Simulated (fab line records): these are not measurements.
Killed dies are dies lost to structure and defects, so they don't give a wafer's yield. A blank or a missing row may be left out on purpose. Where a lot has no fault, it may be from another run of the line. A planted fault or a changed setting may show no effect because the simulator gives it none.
fab line records	flow berkeley-cmos170
record: lots: 6	wafers: 16	last-day: 11
route steps=331 shown M1@242 V1@254
lots that met no fault: taken from a fault-free run of the same line
start-h: hours from the record's first day to the start of the lot's first wafer shown	wait-h: hours elapsed since this lot's preceding step	" the same as in the row above	L1.1+2: one row covering several wafers at once	- either no value or no given start	* or withheld: withheld	< > ~ a bound
route shown NAME@n: names a module that has steps shown in the file, with the first one's number in the route	usual: mean/standard deviation taken from wafers without a fault	same: alike in all rows	chamber/n: place in a boat	sites: per-site readings	_std_site: standard deviation of those values	_edge_site: inner sites' mean taken away from outer sites' mean	radius-mm: how far each site lies from the wafer's centre	mask NAME#n: copy n	behind: tool/chamber where the wafer was last shaped	hold: what put the lot on hold/how long, in hours/how the hold closed	device: names the non-switching transistor (n, p or np)	end of line: the same wafers' tests at the end of the route	step lacking rows: just its recipe	killed: dies lost to structure and defects at the first sort, not the wafer's yield	map: a wafer's dies, marking killed ones x, the rest . and places with no die _
set.NAME: the setting the step ran with; set.NAME@STEP: the setting that earlier step ran with	model.NAME: the simulator's own value behind a step, which no gauge read
lots at some steps of the route; a table a step, a row a wafer
services: from which hour (start-h, from the record's first day; less than 0 if before it) a tool's chamber was out of use, for how many hours, and why
== steps ==
step: UCB170_M1_COAT_04
recipe: resist: KrF	spin-rpm: 1500	resist-thk-nm: 900
step: UCB170_M1_SOFTBAKE_05
recipe: resist: KrF	temp-c: 130	time-s: 60
step: UCB170_M1_EXPOSE_06
recipe: mask-id: METAL1	target-cd-nm: 700	na: 0.5	sigma-outer: 0.6	source-shape: conventional	dose-mj: 21.52
step: UCB170_M1_PEB_07
recipe: peb-temp-c: 130	peb-time-s: withheld	resist: KrF
step: UCB170_M1_DEVELOP_08
recipe: developer: TMAH	develop-time-s: 45	resist: KrF	dev-temp-c: 21
step: UCB170_M1_CD_MEAS_09
recipe: target-cd-nm: 700
usual: cd-nm: 700.2/1.3
lot.wafer	tool	chamber	start-h	wait-h	cd-nm
L476.3	cd-sem-01	-	145.82	-	702.7
L476.5	"	-	"	"	702.2
L476.6	"	-	"	"	704.9
L482.1	cd-sem-02	-	185.88	-	699.8
L482.4	"	-	"	"	699.2
L482.5	"	-	"	"	698.7
L488.5	cd-sem-02	-	221.09	-	702.3
L495.1	cd-sem-01	-	237.10	-	700.3
L495.3	"	-	"	"	700.5
L495.5	"	-	"	"	699.5
L490.1	cd-sem-02	-	237.71	-	698.0
L490.3	"	-	"	"	699.9
L490.5	"	-	"	"	699.1
L493.1	cd-sem-01	-	237.82	-	700.4
L493.5	"	-	"	"	700.8
L493.6	"	-	"	"	701.0
step: UCB170_M1_OVL_MEAS_10
usual: M1_OVL: -1/6.2
lot.wafer	tool	chamber	start-h	wait-h	M1_OVL[nm]
L476.3	overlay-01	-	145.91	0.1	4
L476.5	"	-	"	"	5
L476.6	"	-	"	"	-3
L482.1	overlay-01	-	186.00	0.1	-6
L482.4	"	-	"	"	-4
L482.5	"	-	"	"	-5
L488.5	overlay-01	-	221.15	0.0	-1
L495.1	overlay-01	-	237.22	0.1	-3
L495.3	"	-	"	"	-14
L495.5	"	-	"	"	-6
L490.1	overlay-02	-	237.83	0.1	-1
L490.3	"	-	"	"	2
L490.5	"	-	"	"	4
L493.1	overlay-01	-	237.94	0.1	0
L493.5	"	-	"	"	-7
L493.6	"	-	"	"	-1
step: UCB170_M1_ETCH_11
recipe: chemistry: N2/H2	target-depth-a: withheld	overetch-a: withheld	target: BARC	time-s: withheld	source-w: 500	bias-w: 100	pressure-mtorr: 30	n2-flow-sccm: 100	h2-flow-sccm: 200
usual: bias-w: 100.0/0.32	chamber-pressure-mTorr: 30.002/0.025	drypump-motor-current-A: 5.7/0.35	h2-flow-sccm: 199.9/0.65	oes-product-au: 0.999/0.02	throttle-valve-pct: 13.32/0.19
lot.wafer	tool	chamber	start-h	wait-h	bias-w	chamber-pressure-mTorr	drypump-motor-current-A	h2-flow-sccm	oes-product-au	throttle-valve-pct
L476.3	rie-diel-03	3	145.93	0.0	100.1	29.977	6.0	201.4	0.967	13.07
L476.5	"	2	"	"	100.2	29.974	5.6	200.0	1.013	13.06
L476.6	"	3	"	"	100.0	30.006	6.0	200.9	0.976	13.04
L482.1	rie-diel-02	0	186.04	0.0	100.2	30.010	5.6	199.2	0.994	13.49
L482.4	"	3	"	"	99.9	30.006	5.8	199.7	0.993	13.33
L482.5	"	0	"	"	99.7	29.981	5.6	199.4	1.005	13.49
L488.5	rie-diel-01	1	221.18	0.0	100.2	30.050	5.7	199.9	1.020	13.19
L495.1	rie-diel-02	2	237.25	0.0	99.9	29.990	6.4	201.0	0.962	13.25
L495.3	"	3	"	"	99.9	30.024	5.7	200.0	0.986	13.31
L495.5	"	0	"	"	100.2	29.962	5.6	200.4	0.981	13.49
L490.1	rie-diel-01	2	237.87	0.0	99.9	29.960	5.6	200.1	0.990	13.69
L490.3	"	1	"	"	100.3	30.012	5.7	199.7	1.019	13.15
L490.5	"	3	"	"	100.1	30.029	6.0	200.3	0.981	13.35
L493.1	rie-diel-02	3	237.98	0.0	99.9	30.029	5.8	199.8	0.988	13.31
L493.5	"	2	"	"	100.1	30.010	6.3	199.3	0.975	13.26
L493.6	"	3	"	"	99.3	30.013	5.8	199.6	0.992	13.33
step: UCB170_M1_METAL_ETCH_12
recipe: chemistry: Cl2/BCl3	target: Al	stop-on: PSG	pressure-mtorr: 12	target-depth-a: 7800	over-etch-frac: 0.3	time-s: 130	icp-w: 600	bias-w: 120	Cl2_flow_sccm: 90	bcl3-flow-sccm: 45
usual: bias-w: 120.0/0.34	chamber-pressure-mTorr: 11.999/0.011	drypump-motor-current-A: 5.8/0.46	oes-product-au: 0.854/0.0099	throttle-valve-pct: 24.44/0.15
lot.wafer	tool	chamber	start-h	wait-h	bias-w	chamber-pressure-mTorr	drypump-motor-current-A	oes-product-au	rf-hours-counter-h	throttle-valve-pct
L476.3	rie-metal-04	1	146.02	-	119.8	11.995	6.1	0.843	-	24.46
L476.5	"	0	"	"	120.2	12.012	5.2	0.845	-	24.37
L476.6	"	1	"	"	119.9	11.993	6.1	0.850	-	24.47
L482.1	rie-metal-01	1	186.08	-	119.9	11.988	5.3	0.851	3	24.21
L482.4	"	1	"	"	119.8	12.002	5.3	0.845	-	24.22
L482.5	"	1	"	"	120.2	12.007	5.3	0.846	-	24.21
L488.5	rie-metal-04	0	221.29	-	120.4	11.982	5.2	0.858	-	24.36
L495.1	rie-metal-02	0	237.30	-	120.2	11.986	6.1	0.872	15	24.30
L495.3	"	1	"	"	120.3	12.004	6.4	0.874	-	24.72
L495.5	"	1	"	"	120.2	12.000	6.4	0.872	-	24.74
L490.1	rie-metal-02	1	237.91	-	120.4	11.979	6.4	0.864	13	24.74
L490.3	"	0	"	"	119.4	11.988	6.1	0.877	-	24.28
L490.5	"	0	"	"	119.8	12.014	6.1	0.870	-	24.29
L493.1	rie-metal-04	0	238.02	-	120.1	11.999	5.2	0.866	11	24.34
L493.5	"	0	"	"	120.0	12.009	5.2	0.858	-	24.37
L493.6	"	1	"	"	119.9	11.995	6.1	0.843	-	24.47
step: UCB170_M1_STRIP_13
recipe: chemistry: O2	power-w: 400	pressure-mtorr: 3500	platen-temp-c: withheld	o2-flow-sccm: 400	overash-fraction: 0.5
usual: chamber-pressure-mTorr: 3500/3.2	drypump-motor-current-A: 5.7/0.39	oes-product-au: 0.720/0.0045
lot.wafer	tool	chamber	start-h	wait-h	chamber-pressure-mTorr	drypump-motor-current-A	oes-product-au	rf-hours-counter-h
L476.3	plasma-asher-03	0	146.14	0.1	3501	5.8	0.728	-
L476.5	"	0	"	"	3502	5.9	0.718	-
L476.6	"	1	"	"	3503	5.1	0.723	-
L482.1	plasma-asher-01	0	186.35	0.2	3501	5.0	0.720	47
L482.4	"	0	"	"	3498	5.0	0.722	-
L482.5	"	1	"	"	3501	5.8	0.712	-
L488.5	plasma-asher-01	1	221.40	0.1	3502	5.8	0.719	-
L495.1	plasma-asher-02	1	237.43	0.1	3498	6.0	0.716	54
L495.3	"	1	"	"	3503	6.1	0.720	-
L495.5	"	0	"	"	3497	5.9	0.726	-
L490.1	plasma-asher-01	0	238.04	0.1	3502	5.1	0.714	53
L490.3	"	1	"	"	3505	5.9	0.720	-
L490.5	"	1	"	"	3495	5.8	0.722	-
L493.1	plasma-asher-03	0	238.15	0.1	3500	5.9	0.725	49
L493.5	"	0	"	"	3498	5.8	0.722	-
L493.6	"	1	"	"	3505	5.2	0.719	-
step: UCB170_M1_CD_MEAS_90
recipe: target-cd-nm: 700
usual: cd-nm: 700.3/2.4
lot.wafer	tool	chamber	start-h	wait-h	cd-nm
L476.3	cd-sem-01	-	146.25	0.1	704.4
L476.5	"	-	"	"	700.5
L476.6	"	-	"	"	707.5
L482.1	cd-sem-02	-	186.45	0.1	700.9
L482.4	"	-	"	"	702.4
L482.5	"	-	"	"	699.1
L488.5	cd-sem-01	-	221.52	0.1	699.9
L495.1	cd-sem-01	-	237.53	0.1	698.5
L495.3	"	-	"	"	700.4
L495.5	"	-	"	"	700.6
L490.1	cd-sem-02	-	238.14	0.1	696.7
L490.3	"	-	"	"	699.8
L490.5	"	-	"	"	697.7
L493.1	cd-sem-01	-	238.25	0.1	701.1
L493.5	"	-	"	"	701.5
L493.6	"	-	"	"	705.3
step: UCB170_M1_ANNEAL_14
recipe: temp-c: 400	time-s: 1200	ambient: forming-gas
step: UCB170_V1_CVD_00
recipe: material: SiO2	target-thk-nm: 2000	temp-c: 390	precursor: TEOS/O2	time-s: 260.8	rf-w: 550	pressure-mtorr: 9000
usual: heater-power-w: 252/50
lot.wafer	tool	chamber	start-h	wait-h	heater-power-w
L476.3	pecvd-02	2	149.42	0.0	316
L476.5	"	2	"	"	261
L476.6	"	0	"	"	183
L482.1	pecvd-01	0	188.21	0.0	225
L482.4	"	2	"	"	185
L482.5	"	0	"	"	273
L488.5	pecvd-02	2	223.66	0.1	258
L490.1	pecvd-02	2	242.72	0.0	342
L490.3	"	1	"	"	245
L490.5	"	2	"	"	267
L495.1	pecvd-03	2	242.72	0.0	237
L495.3	"	0	"	"	327
L495.5	"	2	"	"	297
L493.1	pecvd-03	2	242.87	0.2	299
L493.5	"	1	"	"	157
L493.6	"	2	"	"	217
step: UCB170_V1_THK_MEAS_01
recipe: reads: SiO2_of_V1_CVD_00
usual: V1_TEOS_THK: 2087/26
lot.wafer	tool	chamber	start-h	wait-h	hold	V1_TEOS_THK[nm]
L476.3	film-metro-04	-	149.59	0.1	-	2061
L476.5	"	-	"	"	-	2110
L476.6	"	-	"	"	-	2070
L482.1	film-metro-04	-	188.37	0.1	-	2086
L482.4	"	-	"	"	-	2124
L482.5	"	-	"	"	-	2107
L488.5	film-metro-04	-	223.78	0.0	await-dispo/0.2h/release	1833
L488.5	film-metro-04	-	224.00	0.2	-	1836
L490.1	film-metro-01	-	242.87	0.1	await-dispo/0.2h/release	1845
L490.3	"	-	"	"	await-dispo/0.2h/release	2076
L490.5	"	-	"	"	await-dispo/0.2h/release	1855
L490.1	film-metro-01	-	243.15	0.3	-	1842
L490.3	"	-	"	"	-	2075
L490.5	"	-	"	"	-	1856
L495.1	film-metro-04	-	242.87	0.1	-	2060
L495.3	"	-	"	"	-	2090
L495.5	"	-	"	"	-	2095
L493.1	film-metro-01	-	243.03	0.1	-	2080
L493.5	"	-	"	"	-	2138
L493.6	"	-	"	"	-	2124
step: UCB170_V1_CMP_02
recipe: material: SiO2	down-force-psi: 6	platen-rpm: 60	pad-velocity-m-s: 0.75398
usual: head-pressure-psi: 5.999/0.013	motor-current-A: 15.9/1.8
lot.wafer	tool	chamber	start-h	wait-h	hold	head-pressure-psi	motor-current-A
L476.3	cmp-01	1	149.78	0.2	-	6.013	18.7
L476.6	"	2	"	"	-	6.001	13.7
L476.5	"	3	"	"	-	6.000	17.4
L482.1	cmp-02	3	188.43	0.1	-	5.992	14.7
L482.4	"	1	"	"	-	5.991	15.0
L482.5	"	3	"	"	-	5.998	15.3
L488.5	cmp-02	2	227.33	3.3	await-dispo/3.1h/release	5.994	16.6
L495.3	cmp-01	0	242.93	0.0	-	5.986	14.5
L495.1	"	3	"	"	-	5.999	18.0
L495.5	"	0	"	"	-	5.992	14.7
L493.1	cmp-02	0	243.23	0.2	-	6.015	17.2
L493.6	"	0	"	"	-	6.005	16.1
L493.5	"	1	"	"	-	6.012	14.2
L490.1	cmp-02	1	248.45	5.3	await-dispo/5.2h/release	6.008	14.1
L490.3	"	3	"	"	await-dispo/5.2h/release	6.021	14.5
L490.5	"	1	"	"	await-dispo/5.2h/release	5.998	14.1
step: UCB170_V1_BOW_MEAS_03
recipe: mode: bow
usual: V1_BOW: 19/6.3
lot.wafer	tool	chamber	start-h	wait-h	V1_BOW[um]
L476.3	film-metro-02	-	149.97	0.1	18
L476.5	"	-	"	"	30
L476.6	"	-	"	"	21
L482.1	film-metro-04	-	188.73	0.2	17
L482.4	"	-	"	"	12
L482.5	"	-	"	"	7
L488.5	film-metro-02	-	227.46	0.1	17
L495.1	film-metro-04	-	243.23	0.1	18
L495.3	"	-	"	"	13
L495.5	"	-	"	"	14
L493.1	film-metro-04	-	243.53	0.2	9
L493.5	"	-	"	"	15
L493.6	"	-	"	"	26
L490.1	film-metro-01	-	248.75	0.2	15
L490.3	"	-	"	"	19
L490.5	"	-	"	"	7
step: UCB170_V1_THK_MEAS_04
recipe: reads: SiO2_of_V1_CVD_00
usual: V1_POLISHED_THK: 999.6/1.2
lot.wafer	tool	chamber	start-h	wait-h	hold	V1_POLISHED_THK[nm]
L476.3	film-metro-02	-	150.07	0.1	-	1001.2
L476.5	"	-	"	"	-	999.9
L476.6	"	-	"	"	-	999.8
L482.1	film-metro-04	-	188.85	0.1	-	999.6
L482.4	"	-	"	"	-	1000.5
L482.5	"	-	"	"	-	1000.0
L488.5	film-metro-02	-	227.54	0.1	await-dispo/0.2h/release	760.4
L488.5	film-metro-02	-	227.77	0.2	-	760.8
L495.1	film-metro-04	-	243.35	0.1	-	1000.1
L495.3	"	-	"	"	-	998.8
L495.5	"	-	"	"	-	999.8
L493.1	film-metro-04	-	243.65	0.1	-	998.0
L493.5	"	-	"	"	-	998.2
L493.6	"	-	"	"	-	997.3
L490.1	film-metro-01	-	248.87	0.1	await-dispo/0.2h/release	757.3
L490.3	"	-	"	"	await-dispo/0.2h/release	999.2
L490.5	"	-	"	"	await-dispo/0.2h/release	757.5
L490.1	film-metro-01	-	249.09	0.2	-	757.5
L490.3	"	-	"	"	-	999.7
L490.5	"	-	"	"	-	757.2
step: UCB170_V1_HMDS_06
recipe: prime-time-s: 60	prime-temp-c: 100
step: UCB170_V1_COAT_07
recipe: resist: KrF	spin-rpm: 1500	resist-thk-nm: 900
step: UCB170_V1_SOFTBAKE_08
recipe: resist: KrF	temp-c: 130	time-s: 60
step: UCB170_V1_EXPOSE_09
recipe: mask-id: VIA1	target-cd-nm: 700	na: 0.5	sigma-outer: 0.6	source-shape: conventional	dose-mj: 37
step: UCB170_V1_PEB_10
recipe: peb-temp-c: 130	peb-time-s: withheld	resist: KrF
step: UCB170_V1_DEVELOP_11
recipe: developer: TMAH	develop-time-s: 45	resist: KrF	dev-temp-c: 21
step: UCB170_V1_CD_MEAS_12
recipe: target-cd-nm: 700
usual: cd-nm: 700.0/1.4
lot.wafer	tool	chamber	start-h	wait-h	cd-nm
L476.3	cd-sem-01	-	152.73	-	698.4
L476.5	"	-	"	"	699.3
L476.6	"	-	"	"	697.6
L482.1	cd-sem-01	-	190.16	-	698.3
L482.4	"	-	"	"	699.8
L482.5	"	-	"	"	698.9
L488.5	cd-sem-01	-	233.67	-	699.4
L495.1	cd-sem-01	-	245.35	-	700.9
L495.3	"	-	"	"	698.9
L495.5	"	-	"	"	699.3
L493.1	cd-sem-02	-	245.63	-	698.4
L493.5	"	-	"	"	697.2
L493.6	"	-	"	"	698.4
L490.1	cd-sem-02	-	255.45	-	699.3
L490.3	"	-	"	"	700.2
L490.5	"	-	"	"	699.5
step: UCB170_V1_OVL_MEAS_13
usual: V1_OVL: -5/6
lot.wafer	tool	chamber	start-h	wait-h	V1_OVL[nm]
L476.3	overlay-01	-	152.82	0.1	-7
L476.5	"	-	"	"	-3
L476.6	"	-	"	"	-1
L482.1	overlay-01	-	190.28	0.1	-8
L482.4	"	-	"	"	-8
L482.5	"	-	"	"	-8
L488.5	overlay-01	-	233.73	0.0	-10
L495.1	overlay-02	-	245.47	0.1	-10
L495.3	"	-	"	"	-5
L495.5	"	-	"	"	-9
L493.1	overlay-01	-	245.75	0.1	-1
L493.5	"	-	"	"	-11
L493.6	"	-	"	"	-7
L490.1	overlay-01	-	255.57	0.1	-3
L490.3	"	-	"	"	-8
L490.5	"	-	"	"	0
step: UCB170_V1_ETCH_14
recipe: chemistry: CHF3/CF4/Ar	target: SiO2	stop-on: Al	CHF3_flow_sccm: 45	cf4-flow-sccm: 15	Ar_flow_sccm: 150	pressure-mtorr: 200	rf-w: 700	target-depth-a: 12500	over-etch-frac: 0.25	time-s: 291
usual: chamber-pressure-mTorr: 200.00/0.17	drypump-motor-current-A: 5.7/0.41	mfc-ar-sccm: 150.0/0.41	oes-product-au: 0.873/0.011	throttle-valve-pct: 6.95/0.097
lot.wafer	tool	chamber	start-h	wait-h	chamber-pressure-mTorr	drypump-motor-current-A	mfc-ar-sccm	oes-product-au	rf-hours-counter-h	throttle-valve-pct
L476.3	rie-diel-04	0	152.85	0.0	199.92	5.5	150.5	0.860	28	6.94
L476.5	"	2	"	"	199.99	6.1	149.9	0.879	-	6.72
L476.6	"	1	"	"	200.10	5.7	150.0	0.883	-	6.92
L482.1	rie-diel-03	1	190.32	0.0	200.10	5.4	150.0	0.879	16	6.95
L482.4	"	3	"	"	200.03	6.0	150.1	0.866	141	6.82
L482.5	"	1	"	"	200.09	5.4	150.1	0.878	-	6.94
L488.5	rie-diel-04	0	233.83	0.1	200.15	5.5	150.3	0.737	-	6.92
L495.1	rie-diel-04	3	245.51	0.0	200.12	6.4	149.1	0.865	116	6.91
L495.3	"	0	"	"	200.08	5.4	150.3	0.847	33	6.95
L495.5	"	1	"	"	200.36	5.7	149.4	0.893	-	6.92
L493.1	rie-diel-02	0	245.78	0.0	199.94	5.6	149.6	0.878	23	7.07
L493.5	"	1	"	"	199.99	5.0	150.0	0.879	-	7.05
L493.6	"	2	"	"	200.44	6.3	150.8	0.872	-	6.92
L490.1	rie-diel-03	2	255.61	0.0	199.82	5.6	149.8	0.763	115	6.80
L490.3	"	1	"	"	200.14	5.4	149.6	0.879	18	6.94
L490.5	"	2	"	"	200.13	5.6	150.2	0.759	-	6.77
step: UCB170_V1_STRIP_15
recipe: chemistry: O2	power-w: 400	pressure-mtorr: 3500	platen-temp-c: withheld	o2-flow-sccm: 400	overash-fraction: 0.5
usual: chamber-pressure-mTorr: 3500/3.2	drypump-motor-current-A: 5.6/0.34	oes-product-au: 0.722/0.0046	strip-time-to-endpoint-s: 15.37/0.13
lot.wafer	tool	chamber	start-h	wait-h	chamber-pressure-mTorr	drypump-motor-current-A	oes-product-au	rf-hours-counter-h	strip-time-to-endpoint-s
L476.3	plasma-asher-04	1	153.06	0.1	3503	5.4	0.727	-	15.14
L476.5	"	1	"	"	3500	5.4	0.719	-	15.34
L476.6	"	0	"	"	3501	5.4	0.726	-	15.53
L482.1	plasma-asher-01	1	190.50	0.1	3496	5.9	0.728	47	15.39
L482.4	"	0	"	"	3496	5.0	0.721	-	15.41
L482.5	"	0	"	"	3502	5.0	0.729	-	15.31
L488.5	plasma-asher-01	0	233.99	0.1	3496	5.0	0.725	-	15.09
L495.1	plasma-asher-02	0	245.69	0.1	3498	5.9	0.720	55	15.42
L495.3	"	0	"	"	3501	5.9	0.719	-	15.20
L495.5	"	0	"	"	3506	5.9	0.719	-	15.46
L493.1	plasma-asher-02	1	245.96	0.1	3498	6.0	0.722	55	15.45
L493.5	"	1	"	"	3497	6.0	0.732	-	15.43
L493.6	"	0	"	"	3493	5.9	0.726	-	15.41
L490.1	plasma-asher-04	1	255.87	0.2	3499	5.4	0.720	13	15.28
L490.3	"	1	"	"	3501	5.4	0.718	-	15.38
L490.5	"	0	"	"	3495	5.4	0.722	-	15.25
== services ==
tool	chamber	start-h	hours	kind
plasma-asher-04	-	123.07	2.8	pm
rie-diel-03	3	127.14	6.2	repair
pecvd-03	-	132.35	0.9	repair
plasma-asher-04	-	132.69	1.2	repair
rie-diel-04	1	132.81	3.4	repair
rie-diel-04	-	134.90	0.2	repair
pecvd-03	-	135.50	14.0	pm
cmp-02	-	145.77	5.7	pm
rie-metal-04	-	146.66	1.4	pm
pecvd-03	2	156.42	3.7	repair
plasma-asher-03	-	159.38	0.9	repair
cmp-01	-	159.67	0.3	repair
rie-metal-04	0	160.79	9.0	repair
cmp-01	-	163.58	4.2	repair
pecvd-03	-	184.38	1.7	repair
cmp-02	-	192.00	2.5	repair
rie-metal-04	-	201.76	2.8	pm
rie-diel-02	1	205.29	5.3	repair
cmp-02	-	215.88	5.0	pm
pecvd-02	0	227.39	3.9	repair
rie-diel-03	2	233.33	3.2	repair
pecvd-02	1	239.87	1.8	repair
rie-diel-04	2	245.35	12.3	repair
rie-diel-04	1	250.99	5.5	repair
== key ==
first-sign: step: UCB170_V1_THK_MEAS_01	reading: visit	direction: added
effect: step: UCB170_V1_THK_MEAS_01	reading: V1_TEOS_THK	direction: down	sigmas: 9.5	usual: 2087	struck: 1844
effect: step: UCB170_V1_THK_MEAS_04	reading: visit	direction: added
effect: step: UCB170_V1_THK_MEAS_04	reading: V1_POLISHED_THK	direction: down	sigmas: 99+	usual: 999.6	struck: 758.4
effect: step: UCB170_V1_ETCH_14	reading: oes-product-au	direction: down	sigmas: 11	usual: 0.873	struck: 0.753
met-at UCB170_V1_CVD_00
struck-wafers L488.5,L490.1,L490.5
sort-left-out L488.5,L490.1,L490.5
onset-between 149.42 223.66
fault: kind: site-profile-drift	tool: pecvd-02	chamber: 2	onset-h: 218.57	steps: UCB170_V1_CVD_00	basis: fraction	max-abs-drift: 0.26342	slope-share-per-hr: 58.537	site-pattern: 0,0,0,0,0,-1,-1,-1,-1
sort-left-out: the simulated sort isn't trusted on such a fault, so these wafers' sort isn't shown, and their yield isn't known
